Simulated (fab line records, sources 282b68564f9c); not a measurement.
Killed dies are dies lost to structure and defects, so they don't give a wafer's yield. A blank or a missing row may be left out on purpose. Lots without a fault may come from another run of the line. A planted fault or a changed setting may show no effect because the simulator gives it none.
Which tool did it? | flow rit_cmos | 14 lots, 42 wafers sampled, at 2 steps of a route of 202

WHAT THE GAUGES READ, wafer by wafer
The record holds no reading of a measuring or inspecting step that can be judged against a usual standard deviation.

WHICH TOOL RAN EACH LOT (tool, then ch and the chambers of the sampled wafers, then the start)
lot  | RIT_SPACER_ETCHBACK_05            | RIT_M1_PROBE_99
L893 | rie_diel-04 ch 2,3, day 3 14:23   | -
L895 | rie_diel-03 ch 2,3, day 3 20:12   | -
L894 | rie_diel-04 ch 1,2,3, day 3 20:27 | -
L896 | rie_diel-03 ch 0,1,2, day 4 02:15 | -
L897 | rie_diel-03 ch 0,1,2, day 4 05:44 | -
L898 | rie_diel-02 ch 2,3, day 4 12:51   | -
L899 | rie_diel-03 ch 2,3, day 4 15:17   | -
L900 | rie_diel-03 ch 0,1,3, day 4 19:45 | prober-01, day 5 07:56
L902 | rie_diel-03 ch 1,2, day 5 01:50   | -
L903 | rie_diel-04 ch 0,1,3, day 5 05:30 | -
L905 | rie_diel-03 ch 0,1,3, day 5 14:04 | -
L908 | rie_diel-03 ch 2,3, day 6 02:43   | -
L911 | rie_diel-02 ch 0,1,3, day 6 17:35 | -
L915 | rie_diel-02 ch 1,2,3, day 7 17:31 | prober-01, day 8 06:23
- RIT_SPACER_ETCHBACK_05: etches Si3N4 in SF6/CHF3, stops on SiO2, target depth 250 nm, time 240 s.
- RIT_M1_PROBE_99

WHAT THE TOOLS THEMSELVES READ (means of the sampled wafers that have a number; where no wafer has one, the mark that the record gives instead)
RIT_SPACER_ETCHBACK_05.
lot  | tool        | drypump_motor_current_A (A) | oes_product_au (a.u.) | throttle_valve_pct (%)
L893 | rie_diel-04 | 5.6                         | 0.833                 | 10.26
L895 | rie_diel-03 | 5.1                         | 0.859                 | 10.36
L894 | rie_diel-04 | 6.0                         | 0.839                 | 10.26
L896 | rie_diel-03 | 5.9                         | 0.854                 | 10.36
L897 | rie_diel-03 | 5.9                         | 0.858                 | 10.38
L898 | rie_diel-02 | 5.8                         | 0.840                 | 10.17
L899 | rie_diel-03 | 5.5                         | 0.867                 | 10.39
L900 | rie_diel-03 | 5.5                         | 0.848                 | 10.32
L902 | rie_diel-03 | 6.1                         | 0.842                 | 10.28
L903 | rie_diel-04 | 6.1                         | 0.851                 | 10.22
L905 | rie_diel-03 | 5.5                         | 0.869                 | 10.33
L908 | rie_diel-03 | 5.5                         | 0.881                 | 10.39
L911 | rie_diel-02 | 5.4                         | 0.851                 | 10.21
L915 | rie_diel-02 | 5.7                         | 0.846                 | 10.18

RIT_M1_PROBE_99.
lot  | tool      | killed_at_contacts | killed_at_front_end | killed_dies | killed_open | killed_short
L900 | prober-01 | 0.0                | 6                   | 6           | 2.7         | 2.7
L915 | prober-01 | 0.0                | 6                   | 6           | 2.7         | 3.0

THE ANSWER, worked out from the rows above alone
Rule: what is usual is taken from the lots themselves. Put in order of their means at a reading, lots are off if they are a third of the lots or fewer, leave a main group of 4 or more, and stand apart from it by a gap of 3 or more times the standard deviation of the main group's means; of several such gaps the widest counts. A main group whose means are all the same, to the digits that the tables above print for the reading, isn't used. A lot without any number at a reading at which 4 lots or more have one is off too. The other lots that the step has rows for count as sound. The gauges are gone through in route order, then the tools' own readings, and for those a lot's mean is taken as printed above. The first step at which some lot is off is used, and at that step the reading that is off furthest; a lot without a number counts as furthest.
No lot is off at any reading shown: from this, nothing can be told.

WHAT THE SIMULATOR HAD PUT IN
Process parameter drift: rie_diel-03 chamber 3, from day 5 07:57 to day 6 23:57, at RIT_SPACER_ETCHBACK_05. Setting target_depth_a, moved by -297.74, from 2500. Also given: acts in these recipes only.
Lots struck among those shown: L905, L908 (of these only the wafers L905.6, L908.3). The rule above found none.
